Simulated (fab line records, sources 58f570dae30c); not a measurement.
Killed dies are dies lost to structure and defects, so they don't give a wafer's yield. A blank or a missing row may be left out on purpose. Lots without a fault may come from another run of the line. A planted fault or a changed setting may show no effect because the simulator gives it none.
fab line records | flow berkeley_cmos170
record lots=5 wafers=15 last_day=12
route steps=331 shown NWELL@22 PWELL@34
lots that met no fault: from a run of the same line without faults
start_h: hours from the record's first day to the start of the lot's first wafer shown | wait_h: hours since the lot's step before | " the same as in the row above | L1.1+2: a row that stands for several wafers | - no value, or no start given | * or withheld: withheld | < > ~ a bound
route shown NAME@n: a module of which the file shows steps, and the number in the route of the first | usual: mean/standard deviation of fault-free wafers | same: alike in all rows | chamber/n: place in a boat | sites: the reading at each site | _std_site: their standard deviation | _edge_site: outer sites' mean less inner sites' | radius_mm: how far each site lies from the wafer's centre | mask NAME#n: copy n | behind: the tool/chamber that last shaped the wafer | hold: why the lot was held/for how many hours/how that ended | device: the transistor (n, p or np) that didn't switch | end of line: the same wafers' tests at the end of the route | a step without rows: its recipe alone | killed: dies lost to structure and defects at the first sort, not the wafer's yield | map: a wafer's dies, x killed, . not, _ none there
set.NAME: the setting as run; set.NAME@STEP: as run at that earlier step | model.NAME: the simulator's own value behind a step, which no gauge read
lots at some steps of the route; a table a step, a row a wafer
services: from which hour (start_h, from the record's first day; less than 0 if before it) a tool's chamber was out of use, for how many hours, and why
## steps
# step UCB170_NWELL_SOFTBAKE_08
# recipe resist=KrF temp_c=130 time_s=60
# columns lot.wafer tool chamber start_h wait_h
L078.1+5+6 litho_track-02 0 53.02 0.1
L081.1+2+4 litho_track-02 0 72.02 0.1
L084.1+4+5 litho_track-02 0 81.01 0.1
L091.1+2+6 litho_track-02 0 131.08 0.1
L094.2+3+6 litho_track-01 0 139.74 0.1
# step UCB170_NWELL_EXPOSE_09
# recipe mask_id=NWELL target_cd_nm=3000 na=0.5 sigma_outer=0.6 source_shape=conventional dose_mj=25
# columns lot.wafer tool chamber start_h wait_h mask
L078.1+5+6 krf_scanner-01 0 53.53 0.5 NWELL#0
L081.1+2+4 krf_scanner-01 0 72.46 0.4 NWELL#0
L084.1+4+5 krf_scanner-01 0 81.16 0.1 NWELL#0
L091.1+2+6 krf_scanner-02 0 131.23 0.1 NWELL#0
L094.2+3+6 krf_scanner-01 0 139.88 0.1 NWELL#0
# step UCB170_NWELL_PEB_10
# recipe peb_temp_c=130 peb_time_s=withheld resist=KrF
# columns lot.wafer tool chamber start_h wait_h
L078.1+5+6 litho_track-04 0 53.68 0.1
L081.1+2+4 litho_track-02 0 73.27 0.8
L084.1+4+5 litho_track-02 0 81.28 0.1
L091.1+2+6 litho_track-02 0 131.35 0.1
L094.2+3+6 litho_track-02 0 140.41 0.5
# step UCB170_NWELL_DEVELOP_11
# recipe developer=TMAH develop_time_s=45 resist=KrF dev_temp_c=21
# columns lot.wafer tool chamber start_h wait_h
L078.1+5+6 litho_track-04 0 - -
L081.1+2+4 litho_track-02 0 - -
L084.1+4+5 litho_track-02 0 - -
L091.1+2+6 litho_track-02 0 - -
L094.2+3+6 litho_track-02 0 - -
# step UCB170_NWELL_OVL_MEAS_12
# usual NWELL_OVL=2/5.3
# columns lot.wafer tool chamber start_h wait_h NWELL_OVL[nm]
L078.1 overlay-01 - 53.96 - 5
L078.5 " - " " 7
L078.6 " - " " -6
L081.1 overlay-01 - 73.54 - 7
L081.2 " - " " 0
L081.4 " - " " 2
L084.1 overlay-01 - 81.55 - 3
L084.4 " - " " -7
L084.5 " - " " 1
L091.1 overlay-02 - 131.62 - 1
L091.2 " - " " 6
L091.6 " - " " 0
L094.2 overlay-02 - 140.67 - 3
L094.3 " - " " -3
L094.6 " - " " 3
# step UCB170_NWELL_ETCH_13
# recipe chemistry=CH3F/Ar/O2 target=Si3N4 stop_on=SiO2 CH3F_flow_sccm=20 Ar_flow_sccm=50 O2_flow_sccm=7 pressure_mtorr=50 rf_w=450 target_depth_a=2464 over_etch_frac=0.1 time_s=154
# usual drypump_motor_current_A=5.9/0.47 oes_product_au=0.938/0.014 throttle_valve_pct=8.10/0.14
# columns lot.wafer tool chamber start_h wait_h drypump_motor_current_A oes_product_au rf_hours_counter_h throttle_valve_pct
L078.1 rie_diel-03 3 53.99 0.0 5.6 0.947 156 8.17
L078.5 " 2 " " 6.5 0.942 - 8.19
L078.6 " 1 " " 6.1 0.948 - 7.96
L081.1 rie_diel-01 1 73.58 0.0 4.9 0.919 131 8.24
L081.2 " 2 " " 5.7 0.929 32 7.92
L081.4 " 1 " " 4.9 0.928 - 8.25
L084.1 rie_diel-01 2 81.59 0.0 5.8 0.924 33 7.93
L084.4 " 3 " " 6.0 0.944 117 8.00
L084.5 " 1 " " 4.9 0.923 - 8.24
L091.1 rie_diel-02 1 131.66 0.0 6.0 0.965 132 7.91
L091.2 " 3 " " 6.4 0.930 13 8.19
L091.6 " 0 " " 5.7 0.948 - 8.02
L094.2 rie_diel-01 2 140.70 0.0 5.8 0.924 35 7.93
L094.3 " 0 " " 6.1 0.946 102 8.17
L094.6 " 1 " " 4.9 0.916 - 8.25
# step UCB170_NWELL_IMPLANT_14
# recipe species=P dose_cm2=1e+13 energy_kev=150 tilt_deg=7
# usual beam_energy_keV=150.00/0.049 beam_on_s=9.99/0.22
# columns lot.wafer tool chamber start_h wait_h beam_energy_keV beam_on_s
L078.1 implanter-04 0 54.09 0.1 150.02 9.98
L078.5 " 0 " " 150.04 10.00
L078.6 " 0 " " 150.08 9.67
L081.1 implanter-02 0 73.73 0.1 149.94 9.86
L081.2 " 0 " " 149.94 10.30
L081.4 " 0 " " 149.99 9.98
L084.1 implanter-03 0 81.69 0.1 150.05 10.13
L084.4 " 0 " " 149.98 9.90
L084.5 " 0 " " 150.09 9.94
L091.1 implanter-02 0 131.76 0.1 149.95 9.96
L091.2 " 0 " " 149.98 9.63
L091.6 " 0 " " 149.96 10.28
L094.2 implanter-04 0 140.83 0.1 150.00 10.16
L094.3 " 0 " " 150.04 10.25
L094.6 " 0 " " 150.04 9.63
# step UCB170_NWELL_STRIP_15
# recipe chemistry=O2 power_w=400 pressure_mtorr=3500 platen_temp_c=withheld o2_flow_sccm=400 overash_fraction=0.5
# usual drypump_motor_current_A=5.7/0.3 oes_product_au=0.721/0.0047 strip_time_to_endpoint_s=18.04/0.074
# columns lot.wafer tool chamber start_h wait_h drypump_motor_current_A oes_product_au rf_hours_counter_h strip_time_to_endpoint_s
L078.1 plasma_asher-02 1 54.24 0.1 6.2 0.722 31 18.15
L078.5 " 1 " " 6.2 0.724 - 18.16
L078.6 " 0 " " 5.7 0.717 - 18.11
L081.1 plasma_asher-04 0 73.88 0.1 5.9 0.724 29 18.00
L081.2 " 1 " " 5.2 0.723 29 17.99
L081.4 " 1 " " 5.2 0.715 - 18.03
L084.1 plasma_asher-04 1 81.84 0.1 5.2 0.718 30 18.08
L084.4 " 1 " " 5.2 0.726 - 18.08
L084.5 " 1 " " 5.2 0.715 - 18.13
L091.1 plasma_asher-04 1 131.91 0.1 5.2 0.723 34 17.98
L091.2 " 0 " " 5.9 0.716 34 17.90
L091.6 " 1 " " 5.2 0.729 - 17.95
L094.2 plasma_asher-02 0 140.95 0.1 5.7 0.722 41 17.90
L094.3 " 0 " " 5.7 0.718 - 18.04
L094.6 " 1 " " 6.2 0.719 - 18.03
# step UCB170_NWELL_TW_MEAS_16
# usual NWELL_TW=1236/12
# columns lot.wafer tool chamber start_h wait_h NWELL_TW
L078.1 film_metro-01 - 54.47 0.2 1245
L078.5 " - " " 1243
L078.6 " - " " 1243
L081.1 film_metro-03 - 73.98 0.1 1250
L081.2 " - " " 1250
L081.4 " - " " 1253
L084.1 film_metro-03 - 81.94 0.1 1247
L084.4 " - " " 1246
L084.5 " - " " 1249
L091.1 film_metro-01 - 132.01 0.1 1221
L091.2 " - " " 1223
L091.6 " - " " 1223
L094.2 film_metro-01 - 141.06 0.1 1224
L094.3 " - " " 1215
L094.6 " - " " 1229
# step UCB170_NWELL_CLEAN_17
# recipe chemistry=SPM temp_c=120 time_s=600
# columns lot.wafer tool chamber start_h wait_h
L078.1+5+6 wet_bench-03 1 54.53 0.1
L081.1+2+4 wet_bench-02 2 74.22 0.2
L084.1+4+5 wet_bench-03 1 82.00 0.1
L091.1+2+6 wet_bench-02 0 132.07 0.1
L094.2+3+6 wet_bench-02 1 141.11 0.0
# step UCB170_NWELL_WET_ETCH_18
# recipe chemistry=H3PO4 target=Si3N4 temp_c=160 time_s=14400
# columns lot.wafer tool chamber start_h wait_h
L078.1+5+6 wet_bench-01 1 54.70 0.0
L081.1+2+4 wet_bench-02 1 74.39 0.0
L084.1+4+5 wet_bench-02 2 82.18 0.0
L091.1+2+6 wet_bench-03 2 132.26 0.0
L094.2+3+6 wet_bench-03 3 141.29 0.0
# step UCB170_NWELL_WET_ETCH_19
# recipe chemistry=BOE dilution=5:1 target=SiO2 temp_c=25 time_s=22
# columns lot.wafer tool chamber start_h wait_h
L078.1+5+6 wet_bench-03 2 58.90 0.2
L081.1+2+4 wet_bench-01 0 78.59 0.2
L084.1+4+5 wet_bench-02 2 86.74 0.2
L091.1+2+6 wet_bench-02 2 136.63 0.0
L094.2+3+6 wet_bench-01 2 145.55 0.3
# step UCB170_PWELL_CLEAN_00
# recipe chemistry=SPM temp_c=120 time_s=600
# columns lot.wafer tool chamber start_h wait_h
L078.1+5+6 wet_bench-01 0 59.06 0.1
L081.1+2+4 wet_bench-02 3 78.62 0.0
L084.1+4+5 wet_bench-02 1 86.78 0.0
L091.1+2+6 wet_bench-03 1 136.65 0.0
L094.2+3+6 wet_bench-01 1 145.60 0.0
# step UCB170_PWELL_CLEAN_01
# recipe chemistry=dHF dilution=25:1 time_s=60
# columns lot.wafer tool chamber start_h wait_h
L078.1+5+6 wet_bench-01 0 59.47 0.2
L081.1+2+4 wet_bench-01 3 78.81 0.0
L084.1+4+5 wet_bench-02 1 86.97 0.0
L091.1+2+6 wet_bench-01 1 136.84 0.0
L094.2+3+6 wet_bench-01 1 145.77 0.0
# step UCB170_PWELL_OXIDATION_02
# recipe temp_c=1000 ambient=O2 target_thk_a=264 ox_time_s=1260
# columns lot.wafer tool chamber start_h wait_h
L078.1+5+6 furnace-01 0 62.19 2.7
L081.1+2+4 furnace-02 0 81.49 2.7
L084.1+4+5 furnace-01 0 90.92 3.9
L091.1+2+6 furnace-01 0 143.24 6.4
L094.2+3+6 furnace-04 0 148.77 3.0
# step UCB170_PWELL_THK_MEAS_03
# recipe reads=SiO2_of_PWELL_OXIDATION_02
# usual PWELL_OXIDE_THK=26.4/0.62
# columns lot.wafer tool chamber start_h wait_h PWELL_OXIDE_THK[nm]
L078.1 film_metro-02 - 63.54 0.0 25.9
L078.5 " - " " 26.2
L078.6 " - " " 26.4
L081.1 film_metro-02 - 82.84 0.0 26.8
L081.2 " - " " 26.5
L081.4 " - " " 26.4
L084.1 film_metro-03 - 92.30 0.0 25.9
L084.4 " - " " 26.4
L084.5 " - " " 26.4
L091.1 film_metro-03 - 144.59 0.0 26.0
L091.2 " - " " 26.1
L091.6 " - " " 26.0
L094.2 film_metro-01 - 150.13 0.0 27.7
L094.3 " - " " 27.9
L094.6 " - " " 27.9
# step UCB170_PWELL_ANNEAL_04
# recipe temp_c=1000 time_s=900 ambient=N2
# columns lot.wafer tool chamber start_h wait_h
L078.1+5+6 furnace-01 0 68.20 4.7
L081.1+2+4 furnace-04 0 87.99 5.1
L084.1+4+5 furnace-01 0 97.54 5.2
L091.1+2+6 furnace-02 0 148.48 3.9
L094.2+3+6 furnace-04 0 157.04 6.9
# step UCB170_PWELL_CVD_05
# recipe material=Si3N4 target_thk_nm=220 temp_c=800 precursor=SiH2Cl2/NH3 time_s=3300 pressure_mtorr=200 sih2cl2_flow_sccm=25 nh3_flow_sccm=75
# usual pressure_mtorr=200.1/0.42 susceptor_temp_C=800.0/0.3
# columns lot.wafer tool chamber start_h wait_h pressure_mtorr susceptor_temp_C
L078.1 lpcvd-02 1 69.45 0.0 199.6 800.5
L078.5 " 1 " " 199.4 800.0
L078.6 " 1 " " 199.9 800.6
L081.1 lpcvd-01 1 89.24 0.0 199.6 799.9
L081.2 " 1 " " 200.2 800.2
L081.4 " 1 " " 200.1 799.9
L084.1 lpcvd-01 0 98.79 0.0 200.6 800.1
L084.4 " 0 " " 200.7 800.4
L084.5 " 0 " " 200.7 800.0
L091.1 lpcvd-01 0 149.73 0.0 201.1 799.7
L091.2 " 0 " " 200.4 799.8
L091.6 " 0 " " 200.9 799.4
L094.2 lpcvd-02 1 158.29 0.0 199.8 800.1
L094.3 " 1 " " 199.9 799.9
L094.6 " 1 " " 200.5 799.7
## services
# columns tool chamber start_h hours kind
krf_scanner-02 - 35.68 1.0 pm
plasma_asher-04 - 48.28 4.3 pm
krf_scanner-01 - 53.74 0.8 pm
implanter-04 - 56.38 1.5 repair
krf_scanner-01 - 56.71 1.0 pm
rie_diel-01 3 59.71 15.2 repair
rie_diel-01 - 61.66 2.8 pm
rie_diel-01 0 68.04 8.2 repair
lpcvd-02 - 74.00 0.5 repair
furnace-04 - 80.75 3.1 pm
lpcvd-01 - 94.09 1.7 repair
furnace-04 - 95.24 3.9 pm
krf_scanner-02 - 95.46 0.8 pm
implanter-03 - 99.62 2.5 repair
furnace-01 - 101.79 15.3 pm
implanter-04 - 104.71 1.3 repair
plasma_asher-04 - 107.23 14.6 pm
rie_diel-01 0 111.92 2.8 repair
rie_diel-02 1 113.05 1.9 repair
lpcvd-01 - 121.92 6.0 pm
implanter-03 - 123.76 22.7 repair
furnace-04 - 123.85 8.0 pm
implanter-03 - 132.95 9.8 repair
krf_scanner-01 - 154.14 6.0 pm
## key
fault none
